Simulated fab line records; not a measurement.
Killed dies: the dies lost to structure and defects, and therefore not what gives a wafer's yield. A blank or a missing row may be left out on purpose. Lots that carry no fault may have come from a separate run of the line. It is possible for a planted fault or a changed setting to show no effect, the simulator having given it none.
Problem report, 8D (eight disciplines) form, completed by code | flow ritCmos | the parts of the form that need people (team, actions taken, sign-off) are left out

== 1. THE PROBLEM ==
PSD_RS at RIT_SDANNEAL_RS_MEAS_04 reads a mean of 166.16 ohm/sq on 6 wafers of 2 lots; wafers without a fault read 115.89 ohm/sq with a standard deviation of 0.26. So: +99 or more standard deviations from the usual mean.
The step: measures by four-point-probe.
Seen first at day 5 23:41 on filmMetro-01, wafer L973.1. The record has a number at this step for 42 wafers belonging to 14 lots. By rule, "out" or "out of limits" means more than 4 standard deviations away from the usual mean. All remaining wafers that have a number are taken as sound.

== 2. WHAT IT IS AND WHAT IT IS NOT ==
question                    | is                         | is not
which readings at this step | PSD_RS                     | -
which lots                  | L973, L975                 | L959, L961, L962, L963, L964, L965, L966, L968, L970, L978, L980, L982
which wafers of those lots  | all that have a number     | -
read on which gauges        | filmMetro-01, filmMetro-04 | filmMetro-02
when                        | from day 5 23:41           | up to then (27 sound wafers); but 9 sound wafers of L978, L980, L982 came after

== 3. SUSPECTS, AND WHAT RULES EACH OUT ==
Counting: a tool at any process step up to the reading remains a suspect when it ran all the lots that are out and ran no sound lot after the first of those.
- the gauge at RIT_SDANNEAL_RS_MEAS_04: ruled out. Those wafers that are out were read across 2 gauges (filmMetro-01, filmMetro-04).
- rtpAnneal-02 at RIT_SDANNEAL_RTA_03 (time 5 s): kept. Every lot that is out went through it, starting with L973 (day 5 23:38), and after that it ran no sound lot; the last sound lot it ran before then is L965 (day 4 08:02). Its own wafer_temp_C_max readings are out on those wafers.
After counting, what remains is rtpAnneal-02 at RIT_SDANNEAL_RTA_03.

== 4. THE CAUSE (what the simulator had put in) ==
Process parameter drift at RIT_SDANNEAL_RTA_03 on rtpAnneal-02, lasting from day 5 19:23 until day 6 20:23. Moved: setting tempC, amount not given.
Counting left only this tool.

== 5. SEQUENCE OF EFFECTS, ordered by route ==
Rows list readings where the struck wafers' mean (over those with a number) sits beyond 3 standard deviations from the usual. Readings are gone through only where the record gives a usual standard deviation; hours: the median, over the lots, of the time from a lot's start at the first step in this table giving one to that lot's start at this step; sigmas: the change measured in usual standard deviations.
hours | step                    | reading          | usual         | on struck wafers | change | sigmas
0     | RIT_SDANNEAL_RTA_03     | wafer_temp_C_max | 1053.6        | 988.3            | -65.3  | -54
0     | RIT_SDANNEAL_RS_MEAS_04 | PSD_RS           | 115.89 ohm/sq | 166.16           | +50.27 | +99 or more
0     | RIT_SDANNEAL_RS_MEAS_05 | NSD_RS           | 84.52 ohm/sq  | 87.05            | +2.53  | +8.4
0     | RIT_SDANNEAL_RS_MEAS_06 | PLDD_RS          | 178.6 ohm/sq  | 246.5            | +67.9  | +99 or more
Process steps it contains:
- RIT_SDANNEAL_RTA_03: time 5 s.

== 6. WHAT WOULD HAVE CAUGHT IT SOONER ==
In this record the first reading out of limits at a measuring or inspecting step was taken at day 5 23:41, 4 hours after the fault began at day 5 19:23.
At RIT_SDANNEAL_RTA_03, the tool's own readings (wafer_temp_C_max) were out on each struck wafer the step has a row for, so an alarm limit on them would have fired on the first such wafer.
Lots out: 2; of these, L975 started RIT_SDANNEAL_RTA_03 on rtpAnneal-02 after day 5 23:41. Had the tool been put on hold then, it would have been spared.
